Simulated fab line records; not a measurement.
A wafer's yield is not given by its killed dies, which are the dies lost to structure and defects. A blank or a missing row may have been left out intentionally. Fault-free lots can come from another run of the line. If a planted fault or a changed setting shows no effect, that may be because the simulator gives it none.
A lot that was struck, set against a sound lot    flow berkeleyCmos170    23 out of 331 route steps
Sound: wafers L464.3, L464.4, L464.5. Wafers struck: L468.1, L468.2, L468.5. The cause is given at the end.
Order at every step that has rows: each side's tool, ch and its chambers, its first start. Under that, the readings that differ: sound wafers    struck wafers    difference of the means    sigmas: that difference in standard deviations of wafers without a fault.
alike: words and numbers the same on both sides, and readings whose means are apart by under 2 such deviations; not compared: readings that were withheld, readings missing a value for some wafer, numbers with overlapping values and no deviation given by the record, and bounds like >300 which may hide the same value.
A row with sigmas, a row that says differs or no value, or rows on one side alone: a step with any of these is where the two part. Non-overlapping numbers with no deviation appear without sigmas and do not part them. A reading that every wafer of one side lacks parts them only if that side has two wafers or more.

first, 6 steps without rows for these wafers: UCB170_ZERO_HMDS_00 (prime time 60 s); UCB170_ZERO_COAT_01 (resist thk 900 nm); UCB170_ZERO_SOFTBAKE_02 (time 60 s); UCB170_ZERO_EXPOSE_03 (exposes mask PM MARKS, target cd 4000 nm); UCB170_ZERO_PEB_04; UCB170_ZERO_DEVELOP_05 (develop time 45 s).
UCB170_ZERO_ETCH_06: etches SiO2 in CHF3/CF4/Ar, time 12 s.
  sound on rieDiel-01 ch 0,3, day 1 20:36; struck on rieDiel-04 ch 0,2,3, day 2 14:58
  alike: drypumpMotorCurrentA, oesProductAu, throttleValvePct
  not compared: rfHoursCounterH
UCB170_ZERO_STRIP_07: strips in O2.
  sound on plasmaAsher-03 ch 0,1, day 1 20:40; struck on plasmaAsher-03 ch 0,1, day 2 15:00
  alike: drypumpMotorCurrentA, oesProductAu, stripTimeToEndpointS
  not compared: rfHoursCounterH
then, 2 steps without rows for these wafers: UCB170_NWELL_WET_ETCH_00 (etches SiO2 in dHF, time 200 s); UCB170_NWELL_OXIDATION_01 (target thk 26.4 nm, ox time 1260 s).
UCB170_NWELL_THK_MEAS_02:
  struck on filmMetro-03, day 2 18:20; sound on filmMetro-03, day 2 03:46
  alike: NWELL_OXIDE_THK
then, 1 step without rows for these wafers: UCB170_NWELL_ANNEAL_03 (time 900 s).
UCB170_NWELL_CVD_04: deposits Si3N4 from SiH2Cl2/NH3, target thk 224 nm, time 3360 s.
  sound on lpcvd-02 ch 1, day 2 07:34; struck on lpcvd-02 ch 0, day 2 21:07
reading                                 sound              struck           difference  sigmas
model.Si3N4_of_NWELL_CVD_04.thkNm (nm)  224.9 223.9 226.2  254 252.2 252.5  +28         
UCB170_NWELL_THK_MEAS_05:
  struck on filmMetro-04, day 2 23:03; sound on filmMetro-04, day 2 09:32
reading                 sound              struck             difference  sigmas
NWELL_NITRIDE_THK (nm)  225.2 223.8 226.1  254.1 252.4 252.5  +28.0       +12
then, 6 steps without rows for these wafers: UCB170_NWELL_HMDS_06 (prime time 60 s); UCB170_NWELL_COAT_07 (resist thk 900 nm); UCB170_NWELL_SOFTBAKE_08 (time 60 s); UCB170_NWELL_EXPOSE_09 (exposes mask NWELL, target cd 3000 nm); UCB170_NWELL_PEB_10; UCB170_NWELL_DEVELOP_11 (develop time 45 s).
UCB170_NWELL_OVL_MEAS_12:
  struck on overlay-01, day 2 23:57; sound on overlay-01, day 2 10:37
  alike: NWELL_OVL
UCB170_NWELL_ETCH_13: etches Si3N4 in CH3F/Ar/O2, stops on SiO2, target depth 246.4 nm, time 154 s.
  sound on rieDiel-01 ch 0,1,3, day 2 10:39; struck on rieDiel-02 ch 0,1, day 2 23:59
reading                  sound              struck             difference  sigmas
oesProductAu (a.u.)      0.928 0.942 0.941  1.002 0.985 1.011  +0.062      +7
model.etch.depthNm (nm)  224.9 223.9 226.2  248.6 249.4 249.2  +24.1       
  alike: drypumpMotorCurrentA, throttleValvePct
  not compared: rfHoursCounterH
following that, these wafers have no rows for 1 step: UCB170_NWELL_IMPLANT_14.

## WHERE THEY PART
Earliest at UCB170_NWELL_THK_MEAS_05; latest, in this record, at UCB170_NWELL_ETCH_13.

WHY: what had been put in by the simulator
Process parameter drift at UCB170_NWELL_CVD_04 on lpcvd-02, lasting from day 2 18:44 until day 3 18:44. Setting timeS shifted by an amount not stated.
